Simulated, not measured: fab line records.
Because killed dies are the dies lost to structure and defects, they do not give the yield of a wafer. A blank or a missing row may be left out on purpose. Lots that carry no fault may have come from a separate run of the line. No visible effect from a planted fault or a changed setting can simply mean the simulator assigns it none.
fab line records | flow berkeley_cmos170
record lots=5 | wafers=23
route steps=331 shown SILICIDE@211 M1@238 V1@254 M2@272
start_h: start of the lot's first displayed wafer, in hours after the record's first day | wait_h: hours since the lot's step before | " same as the row above | L1.1+2: a row that stands for several wafers | - no value, or no start was given | * or withheld: withheld | < > ~ a bound
route shown NAME@n: a module of which the file shows steps, and the number in the route of the first | usual: mean/standard deviation taken from wafers without a fault | same: alike in all rows | chamber/n: place in a boat | sites: per-site readings | _std_site: the values' standard deviation | _edge_site: outer sites' mean less inner sites' | radius_mm: for every site, how far away it sits from the centre of the wafer | mask NAME#n: copy n | behind: the most recent tool/chamber to have shaped the wafer | hold: reason for holding the lot/hours on hold/outcome of the hold | device: transistor that didn't switch, given as n, p or np | end of line: the tests these same wafers got at the end of their route | a step with no rows: only its recipe | killed: not the wafer's yield, but the dies lost to structure and defects at the first sort | map: shows each die of a wafer: x if killed, . if not, _ if none is there
set.NAME: the run value of the setting; set.NAME@STEP: its run value at that earlier step | model.NAME: the simulator's own value behind a step, which no gauge read
lots where settings were altered on purpose, with a table for each step and a row for each wafer
## steps
# step UCB170_SILICIDE_SPUTTER_01
# recipe material=Ti | target_thk_nm=30 | time_s=25 | power_w=1500 | chamber_pressure_pa=0.5
lot.wafer | tool           | chamber | start_h | wait_h | set.time_s | model.Ti_of_SILICIDE_SPUTTER_01.thk_nm
L074.2    | pvd_sputter-01 | -       | 140.61  | 0.0    | 25         | 29.93
L074.3    | "              | -       | "       | "      | 22.6       | 27.82
L074.4    | "              | -       | "       | "      | 22.6       | 27.57
L074.5    | "              | -       | "       | "      | 22.6       | 26.75
L074.6    | "              | -       | "       | "      | 25         | 30.9
L075.1    | pvd_sputter-04 | -       | 148.78  | 0.0    | 22.59      | 28.04
L075.2    | "              | -       | "       | "      | 25         | 30.3
L075.3    | "              | -       | "       | "      | 25         | 30.22
L075.4    | "              | -       | "       | "      | 22.59      | 27.39
L075.5    | "              | -       | "       | "      | 22.59      | 27.52
L077.2    | pvd_sputter-02 | -       | 167.17  | 0.0    | 27.06      | 32.43
L077.3    | "              | -       | "       | "      | 27.06      | 33.71
L077.4    | "              | -       | "       | "      | 27.06      | 32.3
L077.5    | "              | -       | "       | "      | 25         | 31.29
L077.6    | "              | -       | "       | "      | 25         | 29.87
L081.1    | pvd_sputter-04 | -       | 168.39  | 0.0    | 25         | 30.66
L081.2    | "              | -       | "       | "      | 22.41      | 26.92
L081.3    | "              | -       | "       | "      | 25         | 29.77
L081.5    | "              | -       | "       | "      | 22.41      | 26.95
L081.6    | "              | -       | "       | "      | 22.41      | 27.35
L082.1    | pvd_sputter-02 | -       | 180.50  | 0.0    | 25         | 29.29
L082.2    | "              | -       | "       | "      | 25         | 29.46
L082.5    | "              | -       | "       | "      | 25         | 29.44
# step UCB170_SILICIDE_RS_MEAS_02
# recipe thk_meas_gauge=four-point-probe | reads=Ti_of_SILICIDE_SPUTTER_01
# usual SILICIDE_TI_RS=25.9/0.52
lot.wafer | tool          | chamber | start_h | wait_h | set.time_s@SILICIDE_SPUTTER_01 | SILICIDE_TI_RS[ohm/sq]
L074.2    | film_metro-04 | -       | 140.67  | 0.0    | 25                             | 26.1
L074.3    | "             | -       | "       | "      | 22.6                           | 28.4
L074.4    | "             | -       | "       | "      | 22.6                           | 28.7
L074.5    | "             | -       | "       | "      | 22.6                           | 29.8
L074.6    | "             | -       | "       | "      | 25                             | 25.2
L075.1    | film_metro-01 | -       | 148.81  | 0.0    | 22.59                          | 28.3
L075.2    | "             | -       | "       | "      | 25                             | 25.8
L075.3    | "             | -       | "       | "      | 25                             | 26.0
L075.4    | "             | -       | "       | "      | 22.59                          | 29.1
L075.5    | "             | -       | "       | "      | 22.59                          | 29.0
L077.2    | film_metro-01 | -       | 167.22  | 0.0    | 27.06                          | 23.9
L077.3    | "             | -       | "       | "      | 27.06                          | 22.8
L077.4    | "             | -       | "       | "      | 27.06                          | 24.0
L077.5    | "             | -       | "       | "      | 25                             | 24.9
L077.6    | "             | -       | "       | "      | 25                             | 26.3
L081.1    | film_metro-04 | -       | 168.42  | 0.0    | 25                             | 25.4
L081.2    | "             | -       | "       | "      | 22.41                          | 29.6
L081.3    | "             | -       | "       | "      | 25                             | 26.3
L081.5    | "             | -       | "       | "      | 22.41                          | 29.5
L081.6    | "             | -       | "       | "      | 22.41                          | 29.1
L082.1    | film_metro-01 | -       | 180.53  | 0.0    | 25                             | 26.9
L082.2    | "             | -       | "       | "      | 25                             | 26.7
L082.5    | "             | -       | "       | "      | 25                             | 26.7
# step UCB170_SILICIDE_THK_MEAS_03
# recipe thk_meas_gauge=xrf | reads=Ti_of_SILICIDE_SPUTTER_01
# usual SILICIDE_TI_THK=30.6/0.56
lot.wafer | tool          | chamber | start_h | wait_h | set.time_s@SILICIDE_SPUTTER_01 | SILICIDE_TI_THK[nm]
L074.2    | film_metro-04 | -       | 140.78  | 0.1    | 25                             | 30.3
L074.3    | "             | -       | "       | "      | 22.6                           | 28.3
L074.4    | "             | -       | "       | "      | 22.6                           | 28.1
L074.5    | "             | -       | "       | "      | 22.6                           | 27.2
L074.6    | "             | -       | "       | "      | 25                             | 31.4
L075.1    | film_metro-01 | -       | 148.93  | 0.1    | 22.59                          | 28.6
L075.2    | "             | -       | "       | "      | 25                             | 30.9
L075.3    | "             | -       | "       | "      | 25                             | 30.9
L075.4    | "             | -       | "       | "      | 22.59                          | 28.0
L075.5    | "             | -       | "       | "      | 22.59                          | 28.0
L077.2    | film_metro-01 | -       | 167.33  | 0.1    | 27.06                          | 32.9
L077.3    | "             | -       | "       | "      | 27.06                          | 34.4
L077.4    | "             | -       | "       | "      | 27.06                          | 32.8
L077.5    | "             | -       | "       | "      | 25                             | 31.8
L077.6    | "             | -       | "       | "      | 25                             | 30.5
L081.1    | film_metro-04 | -       | 168.54  | 0.1    | 25                             | 30.9
L081.2    | "             | -       | "       | "      | 22.41                          | 27.3
L081.3    | "             | -       | "       | "      | 25                             | 29.9
L081.5    | "             | -       | "       | "      | 22.41                          | 27.3
L081.6    | "             | -       | "       | "      | 22.41                          | 27.7
L082.1    | film_metro-01 | -       | 180.65  | 0.1    | 25                             | 29.7
L082.2    | "             | -       | "       | "      | 25                             | 30.0
L082.5    | "             | -       | "       | "      | 25                             | 29.9
# step UCB170_M1_SPUTTER_00
# recipe material=Al | target_thk_nm=600 | time_s=80 | power_w=6000 | chamber_pressure_pa=0.5
lot.wafer | tool           | chamber | start_h | wait_h | set.time_s | model.Al_of_M1_SPUTTER_00.thk_nm
L074.2    | pvd_sputter-04 | -       | 145.57  | 0.0    | 80         | 593.7
L074.3    | "              | -       | "       | "      | 90.75      | 672.7
L074.4    | "              | -       | "       | "      | 80         | 602.7
L074.5    | "              | -       | "       | "      | 90.75      | 677.9
L074.6    | "              | -       | "       | "      | 90.75      | 681.2
L075.1    | pvd_sputter-04 | -       | 156.46  | 0.0    | 89.45      | 672.6
L075.2    | "              | -       | "       | "      | 89.45      | 669.8
L075.3    | "              | -       | "       | "      | 80         | 607.7
L075.4    | "              | -       | "       | "      | 80         | 608.1
L075.5    | "              | -       | "       | "      | 89.45      | 674
L081.1    | pvd_sputter-03 | -       | 176.24  | 0.0    | 80         | 595.4
L081.2    | "              | -       | "       | "      | 80         | 590
L081.3    | "              | -       | "       | "      | 76.49      | 563.4
L081.5    | "              | -       | "       | "      | 80         | 588.9
L081.6    | "              | -       | "       | "      | 76.49      | 561.9
L077.2    | pvd_sputter-04 | -       | 176.30  | 0.1    | 80         | 591.9
L077.3    | "              | -       | "       | "      | 80         | 593.9
L077.4    | "              | -       | "       | "      | 80         | 599
L077.5    | "              | -       | "       | "      | 80         | 593.7
L077.6    | "              | -       | "       | "      | 80         | 597.6
L082.1    | pvd_sputter-02 | -       | 187.99  | 0.0    | 80         | 602
L082.2    | "              | -       | "       | "      | 80         | 594
L082.5    | "              | -       | "       | "      | 80         | 601.5
# step UCB170_M1_RS_MEAS_01
# recipe thk_meas_gauge=four-point-probe | reads=Al_of_M1_SPUTTER_00
# usual M1_AL_RS=0.0486/0.00046
lot.wafer | tool          | chamber | start_h | wait_h | set.time_s@M1_SPUTTER_00 | M1_AL_RS[ohm/sq]
L074.2    | film_metro-04 | -       | 145.65  | 0.1    | 80                       | 0.0489
L074.3    | "             | -       | "       | "      | 90.75                    | 0.0431
L074.4    | "             | -       | "       | "      | 80                       | 0.0483
L074.5    | "             | -       | "       | "      | 90.75                    | 0.0428
L074.6    | "             | -       | "       | "      | 90.75                    | 0.0426
L075.1    | film_metro-04 | -       | 156.53  | 0.0    | 89.45                    | 0.0431
L075.2    | "             | -       | "       | "      | 89.45                    | 0.0433
L075.3    | "             | -       | "       | "      | 80                       | 0.0478
L075.4    | "             | -       | "       | "      | 80                       | 0.0477
L075.5    | "             | -       | "       | "      | 89.45                    | 0.0430
L081.1    | film_metro-04 | -       | 176.30  | 0.0    | 80                       | 0.0487
L081.2    | "             | -       | "       | "      | 80                       | 0.0492
L081.3    | "             | -       | "       | "      | 76.49                    | 0.0517
L081.5    | "             | -       | "       | "      | 80                       | 0.0493
L081.6    | "             | -       | "       | "      | 76.49                    | 0.0517
L077.2    | film_metro-03 | -       | 176.50  | 0.2    | 80                       | 0.0493
L077.3    | "             | -       | "       | "      | 80                       | 0.0490
L077.4    | "             | -       | "       | "      | 80                       | 0.0487
L077.5    | "             | -       | "       | "      | 80                       | 0.0490
L077.6    | "             | -       | "       | "      | 80                       | 0.0488
L082.1    | film_metro-03 | -       | 188.05  | 0.0    | 80                       | 0.0485
L082.2    | "             | -       | "       | "      | 80                       | 0.0491
L082.5    | "             | -       | "       | "      | 80                       | 0.0485
# step UCB170_M1_THK_MEAS_02
# recipe thk_meas_gauge=xrf | reads=Al_of_M1_SPUTTER_00
# usual M1_AL_THK=615/7.3
lot.wafer | tool          | chamber | start_h | wait_h | set.time_s@M1_SPUTTER_00 | M1_AL_THK[nm]
L074.2    | film_metro-04 | -       | 145.76  | 0.1    | 80                       | 609
L074.3    | "             | -       | "       | "      | 90.75                    | 694
L074.4    | "             | -       | "       | "      | 80                       | 624
L074.5    | "             | -       | "       | "      | 90.75                    | 696
L074.6    | "             | -       | "       | "      | 90.75                    | 699
L075.1    | film_metro-04 | -       | 156.65  | 0.1    | 89.45                    | 696
L075.2    | "             | -       | "       | "      | 89.45                    | 690
L075.3    | "             | -       | "       | "      | 80                       | 627
L075.4    | "             | -       | "       | "      | 80                       | 628
L075.5    | "             | -       | "       | "      | 89.45                    | 694
L081.1    | film_metro-04 | -       | 176.42  | 0.1    | 80                       | 608
L081.2    | "             | -       | "       | "      | 80                       | 602
L081.3    | "             | -       | "       | "      | 76.49                    | 577
L081.5    | "             | -       | "       | "      | 80                       | 600
L081.6    | "             | -       | "       | "      | 76.49                    | 574
L077.2    | film_metro-03 | -       | 176.61  | 0.1    | 80                       | 610
L077.3    | "             | -       | "       | "      | 80                       | 614
L077.4    | "             | -       | "       | "      | 80                       | 617
L077.5    | "             | -       | "       | "      | 80                       | 611
L077.6    | "             | -       | "       | "      | 80                       | 614
L082.1    | film_metro-03 | -       | 188.17  | 0.1    | 80                       | 623
L082.2    | "             | -       | "       | "      | 80                       | 612
L082.5    | "             | -       | "       | "      | 80                       | 622
# step UCB170_M1_ETCH_11
# recipe chemistry=N2/H2 | target_depth_a=withheld | overetch_a=withheld | target=BARC | time_s=withheld | source_w=500 | bias_w=100 | pressure_mtorr=30 | n2_flow_sccm=100 | h2_flow_sccm=200
lot.wafer  | tool        | chamber | start_h | wait_h | set.bias_w
L074.2+3+4 | rie_diel-04 | 0,1,2   | 147.82  | 0.0    | 94.47
L074.5+6   | "           | 0,3     | "       | "      | 100
L075.1+5   | rie_diel-02 | 1,0     | 157.90  | 0.0    | 94.91
L075.2+3+4 | "           | 2,3,0   | "       | "      | 100
L081.1+2   | rie_diel-02 | 2,0     | 178.87  | 0.0    | 89.29
L081.3+5+6 | "           | 3,3,2   | "       | "      | 100
L077.2+4+6 | rie_diel-04 | 1,2,0   | 179.02  | 0.0    | 108
L077.3+5   | "           | 0,3     | "       | "      | 100
L082.1+2+5 | rie_diel-01 | 1,2,2   | 189.70  | 0.0    | 100
# step UCB170_M1_METAL_ETCH_12
# recipe chemistry=Cl2/BCl3 | target=Al | stop_on=PSG | pressure_mtorr=12 | target_depth_a=7800 | over_etch_frac=0.3 | time_s=130 | icp_w=600 | bias_w=120 | Cl2_flow_sccm=90 | bcl3_flow_sccm=45
# usual oes_product_au=0.859/0.01
lot.wafer | tool         | chamber | start_h | wait_h | set.time_s@M1_SPUTTER_00 | oes_product_au
L074.2    | rie_metal-02 | 0       | 147.86  | -      | 80                       | 0.854
L074.3    | "            | 1       | "       | "      | 90.75                    | 0.934
L074.4    | "            | 0       | "       | "      | 80                       | 0.862
L074.5    | "            | 0       | "       | "      | 90.75                    | 0.930
L074.6    | "            | 1       | "       | "      | 90.75                    | 0.945
L075.1    | rie_metal-02 | 0       | 157.94  | -      | 89.45                    | 0.918
L075.2    | "            | 1       | "       | "      | 89.45                    | 0.926
L075.3    | "            | 0       | "       | "      | 80                       | 0.868
L075.4    | "            | 1       | "       | "      | 80                       | 0.874
L075.5    | "            | 0       | "       | "      | 89.45                    | 0.920
L081.1    | rie_metal-04 | 1       | 178.91  | -      | 80                       | 0.840
L081.2    | "            | 0       | "       | "      | 80                       | 0.843
L081.3    | "            | 0       | "       | "      | 76.49                    | 0.833
L081.5    | "            | 1       | "       | "      | 80                       | 0.844
L081.6    | "            | 0       | "       | "      | 76.49                    | 0.828
L077.2    | rie_metal-03 | 0       | 179.10  | -      | 80                       | 0.845
L077.3    | "            | 0       | "       | "      | 80                       | 0.856
L077.4    | "            | 0       | "       | "      | 80                       | 0.856
L077.5    | "            | 0       | "       | "      | 80                       | 0.866
L077.6    | "            | 0       | "       | "      | 80                       | 0.858
L082.1    | rie_metal-03 | 0       | 189.74  | -      | 80                       | 0.859
L082.2    | "            | 0       | "       | "      | 80                       | 0.854
L082.5    | "            | 0       | "       | "      | 80                       | 0.858
# step UCB170_V1_CVD_00
# recipe material=SiO2 | target_thk_nm=2000 | temp_c=390 | precursor=TEOS/O2 | time_s=250 | rf_w=550 | pressure_mtorr=9000
lot.wafer  | tool     | chamber | start_h | wait_h | set.time_s | model.SiO2_of_V1_CVD_00.thk_nm
L074.2     | pecvd-01 | 0       | 150.33  | 0.0    | 250        | 2027
L074.3     | "        | 1       | "       | "      | 250        | -
L074.4     | "        | 0       | "       | "      | 280.5      | 2295
L074.5     | "        | 1       | "       | "      | 250        | 2032
L074.6     | "        | 2       | "       | "      | 280.5      | -
L075.1     | pecvd-01 | 2       | 161.03  | 0.0    | 250        | 1951
L075.2     | "        | 0       | "       | "      | 232.9      | -
L075.3     | "        | 1       | "       | "      | 250        | -
L075.4     | "        | 2       | "       | "      | 232.9      | 1831
L075.5     | "        | 1       | "       | "      | 250        | 2008
L081.1     | pecvd-03 | 2       | 182.62  | 0.0    | 226.9      | 1801
L081.2+3   | "        | 0,1     | "       | "      | 250        | -
L081.5     | "        | 2       | "       | "      | 250        | 2030
L081.6     | "        | 0       | "       | "      | 226.9      | 1849
L077.2+3+6 | pecvd-02 | 1,2,2   | 182.78  | 0.2    | 250        | -
L077.4     | "        | 1       | "       | "      | 250        | 1997
L077.5     | "        | 0       | "       | "      | 250        | 2058
L082.1     | pecvd-03 | 2       | 193.64  | 0.0    | 250        | 1972
L082.2     | "        | 1       | "       | "      | 250        | 1965
L082.5     | "        | 1       | "       | "      | 250        | 1982
# step UCB170_V1_THK_MEAS_01
# recipe reads=SiO2_of_V1_CVD_00
# usual V1_TEOS_THK=1999/28
lot.wafer | tool          | chamber | start_h | wait_h | set.time_s@V1_CVD_00 | V1_TEOS_THK[nm]
L074.2    | film_metro-04 | -       | 150.49  | 0.1    | 250                  | 2026
L074.3    | "             | -       | "       | "      | 250                  | 1994
L074.4    | "             | -       | "       | "      | 280.5                | 2297
L074.5    | "             | -       | "       | "      | 250                  | 2031
L074.6    | "             | -       | "       | "      | 280.5                | 2232
L075.1    | film_metro-01 | -       | 161.19  | 0.1    | 250                  | 1952
L075.2    | "             | -       | "       | "      | 232.9                | 1854
L075.3    | "             | -       | "       | "      | 250                  | 1988
L075.4    | "             | -       | "       | "      | 232.9                | 1831
L075.5    | "             | -       | "       | "      | 250                  | 2009
L081.1    | film_metro-03 | -       | 182.84  | 0.1    | 226.9                | 1801
L081.2    | "             | -       | "       | "      | 250                  | 1991
L081.3    | "             | -       | "       | "      | 250                  | 1985
L081.5    | "             | -       | "       | "      | 250                  | 2028
L081.6    | "             | -       | "       | "      | 226.9                | 1851
L077.2    | film_metro-01 | -       | 182.94  | 0.1    | 250                  | 1985
L077.3    | "             | -       | "       | "      | 250                  | 1976
L077.4    | "             | -       | "       | "      | 250                  | 1997
L077.5    | "             | -       | "       | "      | 250                  | 2058
L077.6    | "             | -       | "       | "      | 250                  | 2044
L082.1    | film_metro-01 | -       | 193.79  | 0.1    | 250                  | 1971
L082.2    | "             | -       | "       | "      | 250                  | 1965
L082.5    | "             | -       | "       | "      | 250                  | 1982
# step UCB170_M2_SPUTTER_01
# recipe material=Al | target_thk_nm=900 | time_s=120 | power_w=6000 | chamber_pressure_pa=0.5
lot.wafer | tool           | chamber | start_h | wait_h | set.power_w | model.Al_of_M2_SPUTTER_01.thk_nm
L074.2    | pvd_sputter-03 | -       | 153.37  | 0.0    | 6000        | 902.7
L074.3    | "              | -       | "       | "      | 6701        | 1015
L074.4    | "              | -       | "       | "      | 6000        | 909.3
L074.5    | "              | -       | "       | "      | 6000        | 909.2
L074.6    | "              | -       | "       | "      | 6701        | 1017
L075.1    | pvd_sputter-01 | -       | 165.01  | 0.0    | 6000        | 904
L075.2    | "              | -       | "       | "      | 6617        | 994.6
L075.3    | "              | -       | "       | "      | 6617        | 1000
L075.4    | "              | -       | "       | "      | 6000        | 906.3
L075.5    | "              | -       | "       | "      | 6000        | 902.6
L081.1    | pvd_sputter-04 | -       | 186.72  | 0.0    | 6000        | 900.6
L081.2    | "              | -       | "       | "      | 6703        | 988.4
L081.3    | "              | -       | "       | "      | 6703        | 1006
L081.5    | "              | -       | "       | "      | 6000        | 883
L081.6    | "              | -       | "       | "      | 6000        | 903.7
L077.2    | pvd_sputter-01 | -       | 187.02  | 0.0    | 5528        | 834.1
L077.3    | "              | -       | "       | "      | 5528        | 829.1
L077.4    | "              | -       | "       | "      | 6000        | 888.4
L077.5    | "              | -       | "       | "      | 6000        | 898.1
L077.6    | "              | -       | "       | "      | 5528        | 820.8
L082.1    | pvd_sputter-03 | -       | 197.01  | 0.0    | 6000        | 902.8
L082.2    | "              | -       | "       | "      | 6000        | 906.9
L082.5    | "              | -       | "       | "      | 6000        | 901.4
# step UCB170_M2_RS_MEAS_02
# recipe thk_meas_gauge=four-point-probe | reads=Al_of_M2_SPUTTER_01
# usual M2_AL_RS=0.0322/0.00039
lot.wafer | tool          | chamber | start_h | wait_h | set.power_w@M2_SPUTTER_01 | M2_AL_RS[ohm/sq]
L074.2    | film_metro-02 | -       | 153.48  | 0.1    | 6000                      | 0.0321
L074.3    | "             | -       | "       | "      | 6701                      | 0.0285
L074.4    | "             | -       | "       | "      | 6000                      | 0.0319
L074.5    | "             | -       | "       | "      | 6000                      | 0.0319
L074.6    | "             | -       | "       | "      | 6701                      | 0.0284
L075.1    | film_metro-01 | -       | 165.09  | 0.0    | 6000                      | 0.0321
L075.2    | "             | -       | "       | "      | 6617                      | 0.0291
L075.3    | "             | -       | "       | "      | 6617                      | 0.0289
L075.4    | "             | -       | "       | "      | 6000                      | 0.0319
L075.5    | "             | -       | "       | "      | 6000                      | 0.0321
L081.1    | film_metro-01 | -       | 186.80  | 0.0    | 6000                      | 0.0322
L081.2    | "             | -       | "       | "      | 6703                      | 0.0293
L081.3    | "             | -       | "       | "      | 6703                      | 0.0287
L081.5    | "             | -       | "       | "      | 6000                      | 0.0328
L081.6    | "             | -       | "       | "      | 6000                      | 0.0321
L077.2    | film_metro-04 | -       | 187.12  | 0.1    | 5528                      | 0.0347
L077.3    | "             | -       | "       | "      | 5528                      | 0.0348
L077.4    | "             | -       | "       | "      | 6000                      | 0.0325
L077.5    | "             | -       | "       | "      | 6000                      | 0.0321
L077.6    | "             | -       | "       | "      | 5528                      | 0.0352
L082.1    | film_metro-02 | -       | 197.10  | 0.0    | 6000                      | 0.0321
L082.2    | "             | -       | "       | "      | 6000                      | 0.0319
L082.5    | "             | -       | "       | "      | 6000                      | 0.0321
# step UCB170_M2_THK_MEAS_03
# recipe thk_meas_gauge=xrf | reads=Al_of_M2_SPUTTER_01
# usual M2_AL_THK=925/9.9
lot.wafer | tool          | chamber | start_h | wait_h | set.power_w@M2_SPUTTER_01 | M2_AL_THK[nm]
L074.2    | film_metro-02 | -       | 153.59  | 0.1    | 6000                      | 930
L074.3    | "             | -       | "       | "      | 6701                      | 1042
L074.4    | "             | -       | "       | "      | 6000                      | 937
L074.5    | "             | -       | "       | "      | 6000                      | 936
L074.6    | "             | -       | "       | "      | 6701                      | 1049
L075.1    | film_metro-01 | -       | 165.21  | 0.1    | 6000                      | 935
L075.2    | "             | -       | "       | "      | 6617                      | 1023
L075.3    | "             | -       | "       | "      | 6617                      | 1034
L075.4    | "             | -       | "       | "      | 6000                      | 936
L075.5    | "             | -       | "       | "      | 6000                      | 930
L081.1    | film_metro-01 | -       | 186.92  | 0.1    | 6000                      | 927
L081.2    | "             | -       | "       | "      | 6703                      | 1018
L081.3    | "             | -       | "       | "      | 6703                      | 1039
L081.5    | "             | -       | "       | "      | 6000                      | 908
L081.6    | "             | -       | "       | "      | 6000                      | 928
L077.2    | film_metro-04 | -       | 187.23  | 0.1    | 5528                      | 857
L077.3    | "             | -       | "       | "      | 5528                      | 857
L077.4    | "             | -       | "       | "      | 6000                      | 914
L077.5    | "             | -       | "       | "      | 6000                      | 923
L077.6    | "             | -       | "       | "      | 5528                      | 845
L082.1    | film_metro-02 | -       | 197.22  | 0.1    | 6000                      | 919
L082.2    | "             | -       | "       | "      | 6000                      | 923
L082.5    | "             | -       | "       | "      | 6000                      | 919
# step UCB170_M2_METAL_ETCH_18
# recipe chemistry=Cl2/BCl3 | target=Al | stop_on=SiO2 | pressure_mtorr=12 | target_depth_a=11700 | over_etch_frac=0.3 | time_s=195 | icp_w=600 | bias_w=120 | Cl2_flow_sccm=90 | bcl3_flow_sccm=45
# usual oes_product_au=0.855/0.0086
lot.wafer | tool         | chamber | start_h | wait_h | set.over_etch_frac | set.power_w@M2_SPUTTER_01 | oes_product_au
L074.2    | rie_metal-04 | 0       | 155.49  | -      | 0.3                | 6000                      | 0.852
L074.3    | "            | 0       | "       | "      | 0.3                | 6701                      | 0.918
L074.4    | "            | 1       | "       | "      | 0.3                | 6000                      | 0.846
L074.5    | "            | 1       | "       | "      | 0.3                | 6000                      | 0.849
L074.6    | "            | 0       | "       | "      | 0.3                | 6701                      | 0.917
L075.1    | rie_metal-01 | 1       | 167.54  | -      | 0.3                | 6000                      | 0.856
L075.2    | "            | 1       | "       | "      | 0.3                | 6617                      | 0.909
L075.3    | "            | 1       | "       | "      | 0.3                | 6617                      | 0.916
L075.4    | "            | 1       | "       | "      | 0.3                | 6000                      | 0.852
L075.5    | "            | 1       | "       | "      | 0.3                | 6000                      | 0.866
L081.1    | rie_metal-03 | 0       | 190.41  | -      | 0.2356             | 6000                      | 0.885
L081.2    | "            | 0       | "       | "      | 0.3                | 6703                      | 0.904
L081.3    | "            | 0       | "       | "      | 0.2356             | 6703                      | 0.943
L081.5    | "            | 0       | "       | "      | 0.2356             | 6000                      | 0.872
L081.6    | "            | 0       | "       | "      | 0.3                | 6000                      | 0.856
L077.2    | rie_metal-04 | 1       | 190.48  | -      | 0.3                | 5528                      | 0.807
L077.3    | "            | 0       | "       | "      | 0.3                | 5528                      | 0.815
L077.4    | "            | 1       | "       | "      | 0.328              | 6000                      | 0.834
L077.5    | "            | 1       | "       | "      | 0.3                | 6000                      | 0.840
L077.6    | "            | 0       | "       | "      | 0.328              | 5528                      | 0.807
L082.1    | rie_metal-04 | 0       | 199.94  | -      | 0.3                | 6000                      | 0.868
L082.2    | "            | 1       | "       | "      | 0.3                | 6000                      | 0.852
L082.5    | "            | 0       | "       | "      | 0.3                | 6000                      | 0.856
## key
split step=UCB170_SILICIDE_SPUTTER_01 | setting=time_s | stated=25 | by=wafer
response step=UCB170_SILICIDE_SPUTTER_01 | reading=model.Ti_of_SILICIDE_SPUTTER_01.thk_nm | change=+0.292 | per=1% | r=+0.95
response step=UCB170_SILICIDE_RS_MEAS_02 | reading=SILICIDE_TI_RS | change=-0.315 | per=1% | r=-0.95
response step=UCB170_SILICIDE_THK_MEAS_03 | reading=SILICIDE_TI_THK | change=+0.29 | per=1% | r=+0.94
split step=UCB170_M1_SPUTTER_00 | setting=time_s | stated=80 | by=wafer
response step=UCB170_M1_SPUTTER_00 | reading=model.Al_of_M1_SPUTTER_00.thk_nm | change=+5.74 | per=1% | r=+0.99
response step=UCB170_M1_RS_MEAS_01 | reading=M1_AL_RS | change=-0.000421 | per=1% | r=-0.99
response step=UCB170_M1_THK_MEAS_02 | reading=M1_AL_THK | change=+5.82 | per=1% | r=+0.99
response step=UCB170_M1_METAL_ETCH_12 | reading=oes_product_au | change=+0.00499 | per=1% | r=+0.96
split step=UCB170_M1_ETCH_11 | setting=bias_w | stated=100 | by=wafer
response none clear
split step=UCB170_V1_CVD_00 | setting=time_s | stated=250 | by=wafer
response step=UCB170_V1_CVD_00 | reading=model.SiO2_of_V1_CVD_00.thk_nm | change=+21.9 | per=1% | r=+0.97
response step=UCB170_V1_THK_MEAS_01 | reading=V1_TEOS_THK | change=+19.9 | per=1% | r=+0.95
split step=UCB170_M2_SPUTTER_01 | setting=power_w | stated=6000 | by=wafer
response step=UCB170_M2_SPUTTER_01 | reading=model.Al_of_M2_SPUTTER_01.thk_nm | change=+8.91 | per=1% | r=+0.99
response step=UCB170_M2_RS_MEAS_02 | reading=M2_AL_RS | change=-0.000298 | per=1% | r=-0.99
response step=UCB170_M2_THK_MEAS_03 | reading=M2_AL_THK | change=+9.19 | per=1% | r=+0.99
response step=UCB170_M2_METAL_ETCH_18 | reading=oes_product_au | change=+0.00497 | per=1% | r=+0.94
split step=UCB170_M2_METAL_ETCH_18 | setting=over_etch_frac | stated=0.3 | by=wafer
response none clear
